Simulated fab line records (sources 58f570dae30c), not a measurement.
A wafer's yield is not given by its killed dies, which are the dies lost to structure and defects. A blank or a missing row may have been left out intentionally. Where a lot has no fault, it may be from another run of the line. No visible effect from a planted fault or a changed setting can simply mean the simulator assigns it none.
Code-filled problem report in 8D (eight disciplines) form    flow berkeleyCmos170    the parts of the form that need people (team, actions taken, sign-off) are left out

## 1. WHAT WENT WRONG
Wafers without a fault read 1100 C, standard deviation 0.092; tubeCenterTempC at UCB170_WELLDRIVE_OXIDATION_01 reads a mean of 1106 C on 6 wafers belonging to 2 lots. That is +65 standard deviations from the usual mean.
The step: target thk 199 nm, ox time 9000 s.
Seen first at day 6 19:32 on furnace-04, wafer L490.1. The record holds 42 wafers of 14 lots with a number at this step. Rule for "out" (also "out of limits"): further than 4 standard deviations from the usual mean. The rest of the wafers with a number are treated as sound.

## 2. WHAT IT IS, AND WHAT IT ISN'T
question                     is                                       is not
which readings at this step  tubeCenterTempC, tube_center_temp_C_max  -
which lots                   L490, L491                               L477, L478, L479, L480, L481, L482, L484, L493, L495, L496, L499, L500
which wafers of those lots   all that have a number                   -
read on which tools          furnace-04                               furnace-01, furnace-02
when                         from day 6 19:32                         up to then (21 sound wafers); but 15 sound wafers of L493, L495, L496, L499, L500 came after

## 3. WHAT RULES OUT EACH SUSPECT
Counting: any tool at a process step up to the reading is kept as a suspect provided that every lot that is out went through it and no sound lot did after the first of them.
- furnace-04 at UCB170_WELLDRIVE_OXIDATION_01 (target thk 199 nm, ox time 9000 s): kept. It processed each lot that is out, first L490 at day 6 19:32, and no sound lot thereafter; up to then, the last sound lot it processed was L480 at day 5 04:58. Out on those wafers are its own readings of tubeCenterTempC, tube_center_temp_C_max.
Left after counting: furnace-04 at UCB170_WELLDRIVE_OXIDATION_01.

## 4. THE CAUSE (what the simulator had put in)
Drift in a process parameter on furnace-04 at UCB170_WELLDRIVE_OXIDATION_01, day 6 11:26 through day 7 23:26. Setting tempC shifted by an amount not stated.
Counting left only this tool.

## 5. THE EFFECT CHAIN, in route order
Each row: a reading whose mean over the struck wafers that have a number lies more than 3 standard deviations from the usual. Only readings for which the record gives a usual standard deviation are gone through. hours: the time from each lot's start at the first step in this table that gives one to its start at this step, as a median over the lots. sigmas: the change in usual standard deviations.
hours  step                           reading                 usual     on struck wafers  change  sigmas
0      UCB170_WELLDRIVE_OXIDATION_01  spikeTcCentreC          1102.8 C  1108.2            +5.4    +4.5
0      UCB170_WELLDRIVE_OXIDATION_01  tubeCenterTempC         1100 C    1106              +6      +65
0      UCB170_WELLDRIVE_OXIDATION_01  tube_center_temp_C_max  1102.8    1109.0            +6.2    +14
Its process steps:
- UCB170_WELLDRIVE_OXIDATION_01: target thk 199 nm, ox time 9000 s.
At these later measuring or inspecting steps, every struck wafer for which the step has a row has a number for every such reading, and none has moved that far: UCB170_ACTIVE_OVL_MEAS_14.

## 6. WHAT WOULD HAVE CAUGHT IT SOONER
First out-of-limits reading in this record: day 6 19:32, which is 8 hours after fault onset at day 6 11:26.
